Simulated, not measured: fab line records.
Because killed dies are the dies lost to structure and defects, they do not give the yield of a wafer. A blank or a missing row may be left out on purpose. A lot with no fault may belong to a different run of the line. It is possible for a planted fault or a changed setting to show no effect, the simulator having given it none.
Split-lot experiment | flow berkeley-cmos170 | on a route of 331 steps: 5 lots, 23 wafers read

== ON THE SPLIT ==
At UCB170_NVT_IMPLANT_07, the setting energy-kev was moved away from the recipe's 50 on 8 of the 23 wafers read, by -2.4% to +5.8%. The other wafers ran this setting at the recipe's value.

The reading is taken at the split's own step.

== THE READING ==
The simulator's own value implant.drp-nm, read by no gauge, in nm at UCB170_NVT_IMPLANT_07. No usual value for it is given in the file.

wafer  | tool, chamber at the split | energy-kev as run | against the recipe | implant.drp-nm, nm | against lot-mates on the recipe
L074.2 | implanter-03, 0            | 52.9              | +5.8%              | 19.34              | +0.77
L074.4 | implanter-03, 0            | 52.9              | +5.8%              | 19.34              | +0.77
L074.3 | implanter-03, 0            | 50                | recipe             | 18.57              | -
L074.5 | implanter-03, 0            | 50                | recipe             | 18.57              | -
L074.6 | implanter-03, 0            | 50                | recipe             | 18.57              | -
L076.1 | implanter-04, 0            | 51.14             | +2.3%              | 18.87              | +0.30
L076.2 | implanter-04, 0            | 51.14             | +2.3%              | 18.87              | +0.30
L076.5 | implanter-04, 0            | 51.14             | +2.3%              | 18.87              | +0.30
L076.3 | implanter-04, 0            | 50                | recipe             | 18.57              | -
L076.4 | implanter-04, 0            | 50                | recipe             | 18.57              | -
L079.3 | implanter-04, 0            | 50                | recipe             | 18.57              | -
L079.4 | implanter-04, 0            | 50                | recipe             | 18.57              | -
L079.6 | implanter-04, 0            | 50                | recipe             | 18.57              | -
L078.1 | implanter-02, 0            | 50                | recipe             | 18.57              | -
L078.3 | implanter-02, 0            | 50                | recipe             | 18.57              | -
L078.4 | implanter-02, 0            | 50                | recipe             | 18.57              | -
L078.5 | implanter-02, 0            | 50                | recipe             | 18.57              | -
L078.6 | implanter-02, 0            | 50                | recipe             | 18.57              | -
L084.2 | implanter-03, 0            | 50                | recipe             | 18.57              | -
L084.5 | implanter-03, 0            | 50                | recipe             | 18.57              | -
L084.3 | implanter-03, 0            | 48.81             | -2.4%              | 18.25              | -0.32
L084.4 | implanter-03, 0            | 48.81             | -2.4%              | 18.25              | -0.32
L084.6 | implanter-03, 0            | 48.81             | -2.4%              | 18.25              | -0.32

THE FIT
A straight line over all 23 wafers: implant.drp-nm changes by +0.133 nm for each +1% of energy-kev; r = +1.00; the points scatter about the line by 0.0015 nm.
The same after taking each lot's own level away (the mean of its wafers on the recipe; 23 wafers): +0.133 nm for each +1%; r = +1.00; scatter 0.0015 nm.
On that fit, the largest move of energy-kev shifts the reading by 0.77 nm.
The lots' own levels span 18.570 to 18.570 nm.
The two slopes agree, so the slope changes little with the lot-to-lot level.
Check: for one of the wafers moved furthest among these (+5.8%), held out of the fit, the line's prediction against its lot-mates is +0.77 nm. Against them it came out at +0.77 nm.

== OTHER SPLITS APPLIED TO THESE WAFERS ==
Other splits were also applied to these wafers ahead of the reading. Each is held against what the fit with the lots' levels taken away leaves over:
other split on the same wafers        | wafers away from the commonest value | r with implant.drp-nm (lot level and that fit taken away)
UCB170_ZERO_COAT_01 spin-rpm          | 4                                    | -0.11
UCB170_NWELL_CVD_04 sih2cl2-flow-sccm | 18                                   | +0.22
UCB170_NWELL_IMPLANT_14 energy-kev    | 11                                   | -0.14
UCB170_PWELL_CVD_05 temp-c            | 15                                   | -0.47
UCB170_PWELL_ETCH_14 rf-w             | 6                                    | -0.68
UCB170_ACTIVE_COAT_08 spin-rpm        | 5                                    | -0.05
UCB170_FIELD_OXIDATION_01 ox-time-s   | 15                                   | -0.31

== THE WHOLE CHAIN: every reading that the file lists as answering this split, in the file's order ==
step                  | what it does | reading                                                         | change (the file's fit)               | r (the file's)
UCB170_NVT_IMPLANT_07 |              | implant.rp-nm (the simulator's own value, which no gauge read)  | +0.366 nm for each +1% of the setting | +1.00
UCB170_NVT_IMPLANT_07 |              | implant.drp-nm (the simulator's own value, which no gauge read) | +0.134 nm for each +1% of the setting | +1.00

== THE FILE'S OWN FIT ==
implant.drp-nm changes by +0.134 nm for each +1% of energy-kev, r = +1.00.
